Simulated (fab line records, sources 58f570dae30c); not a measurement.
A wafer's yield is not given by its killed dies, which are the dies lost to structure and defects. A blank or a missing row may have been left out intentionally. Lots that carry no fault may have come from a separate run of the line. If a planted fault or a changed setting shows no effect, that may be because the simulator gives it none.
Comparing a struck lot with a sound one    flow berkeley_cmos170    26 steps out of a route of 331
Sound: these wafers, L154.1, L154.2, L154.4. Wafers L156.2, L156.5, L156.6 were the ones struck. At the end, the cause is stated.
Order at every step that has rows: each side's tool, ch and its chambers, its first start. Under that, the readings that differ: sound wafers    struck wafers    difference of the means    sigmas: that difference in standard deviations of wafers without a fault.
alike: readings whose means differ by less than 2 such deviations, and words and numbers that are the same on both sides. not compared: withheld readings, readings that some wafer has no value for, bounds like >300 that may hide the same value, and numbers for which the record gives no deviation and whose values overlap.
A row with sigmas, a row that says differs or no value, or rows on one side alone: a step with any of these is where the two part. When numbers do not overlap yet have no deviation, they are printed without sigmas and do not part them. A reading missing from all wafers of one side parts the sides only when that side holds two or more wafers.

first, 5 steps without rows for these wafers: UCB170_CONTACT_COAT_10 (resist thk 900 nm); UCB170_CONTACT_SOFTBAKE_11 (time 60 s); UCB170_CONTACT_EXPOSE_12 (exposes mask CONT, target cd 700 nm); UCB170_CONTACT_PEB_13; UCB170_CONTACT_DEVELOP_14 (develop time 45 s).
UCB170_CONTACT_CD_MEAS_15 targets a cd of 700 nm.
  sound on cd_sem-02, day 8 02:35; struck on cd_sem-02, day 8 02:53
  alike: cd_nm
UCB170_CONTACT_OVL_MEAS_16:
  sound on overlay-01, day 8 02:42; struck on overlay-01, day 8 02:59
  alike: CONTACT_OVL
UCB170_CONTACT_ETCH_17: etches BARC in N2/H2.
  sound on rie_diel-03 ch 0,2,3, day 8 02:44; struck on rie_diel-04 ch 0,1,2, day 8 03:01
  alike: drypump_motor_current_A, oes_product_au, throttle_valve_pct
UCB170_CONTACT_ETCH_18: etches PSG in CHF3/CF4/Ar, stops on TiSi2, target depth 840 nm, time 195 s.
  sound: rie_diel-03 ch 0,2,3; struck: rie_diel-04 ch 0,1,2
  alike: CHF3_flow_sccm, drypump_motor_current_A, oes_product_au, throttle_valve_pct
  not compared: rf_hours_counter_h
UCB170_CONTACT_STRIP_19: strips in O2.
  sound on plasma_asher-03 ch 0,1, day 8 02:54; struck on plasma_asher-01 ch 0,1, day 8 03:11
  alike: drypump_motor_current_A, o2_flow_sccm, oes_product_au
  not compared: rf_hours_counter_h
UCB170_CONTACT_CD_MEAS_90 targets a cd of 700 nm.
  sound on cd_sem-01, day 8 03:00; struck on cd_sem-02, day 8 03:19
  alike: cd_nm
then, 1 step without rows for these wafers: UCB170_CONTACT_CLEAN_20 (cleans in SPM, time 600 s).
UCB170_M1_SPUTTER_00: material Al, target thk 600 nm, time 80 s.
  sound on pvd_sputter-01, day 8 03:18; struck on pvd_sputter-04, day 8 03:49
  alike: throttle_valve_pct
UCB170_M1_RS_MEAS_01: uses a four-point probe to measure.
  sound on film_metro-01, day 8 03:22; struck on film_metro-03, day 8 03:55
reading            sound                 struck                difference  sigmas
M1_AL_RS (ohm/sq)  0.0483 0.0486 0.0479  0.0240 0.0240 0.0238  -0.0243     -49
UCB170_M1_THK_MEAS_02: measures by xrf.
  sound on film_metro-01, day 8 03:29; struck on film_metro-03, day 8 04:02
reading         sound        struck          difference  sigmas
M1_AL_THK (nm)  607 604 610  1226 1220 1238  +621        +86
then, 6 steps without rows for these wafers: UCB170_M1_COAT_03; UCB170_M1_COAT_04 (resist thk 900 nm); UCB170_M1_SOFTBAKE_05 (time 60 s); UCB170_M1_EXPOSE_06 (exposes mask METAL1, target cd 700 nm); UCB170_M1_PEB_07; UCB170_M1_DEVELOP_08 (develop time 45 s).
UCB170_M1_CD_MEAS_09 targets a cd of 700 nm.
  sound on cd_sem-01, day 8 04:32; struck on cd_sem-01, day 8 04:56
  alike: cd_nm
UCB170_M1_OVL_MEAS_10:
  sound on overlay-02, day 8 04:40; struck on overlay-01, day 8 05:03
  alike: M1_OVL
UCB170_M1_ETCH_11: etches BARC in N2/H2.
  sound on rie_diel-04 ch 0,1,2, day 8 04:41; struck on rie_diel-01 ch 0,2,3, day 8 05:05
  alike: drypump_motor_current_A, oes_product_au, throttle_valve_pct
UCB170_M1_METAL_ETCH_12: etches Al in Cl2/BCl3, stops on PSG, target depth 780 nm, time 130 s.
  sound on rie_metal-02 ch 0,1, day 8 04:44; struck on rie_metal-03 ch 0,1, day 8 05:07
reading                         sound              struck             difference  sigmas
oes_product_au (a.u.)           0.875 0.840 0.855  1.002 1.017 1.000  +0.150      +11
model.etch.depth_nm (nm)        601.6 597.9 607.4  758.6 771.9 752    +158.5      
model.M1.feature_depth_nm (nm)  639.8 637.8 647.3  758.6 771.9 752    +119.2      
  alike: drypump_motor_current_A, throttle_valve_pct
  not compared: rf_hours_counter_h
UCB170_M1_STRIP_13: strips in O2.
  sound on plasma_asher-04 ch 0,1, day 8 04:52; struck on plasma_asher-02 ch 0,1, day 8 05:15
  alike: drypump_motor_current_A, o2_flow_sccm, oes_product_au
  not compared: rf_hours_counter_h

WHERE THEY PART
First at UCB170_M1_RS_MEAS_01; last, within this record, at UCB170_M1_METAL_ETCH_12. Later steps at which nothing parts them and some readings are alike: UCB170_M1_STRIP_13.

WHY: whatever the simulator had introduced
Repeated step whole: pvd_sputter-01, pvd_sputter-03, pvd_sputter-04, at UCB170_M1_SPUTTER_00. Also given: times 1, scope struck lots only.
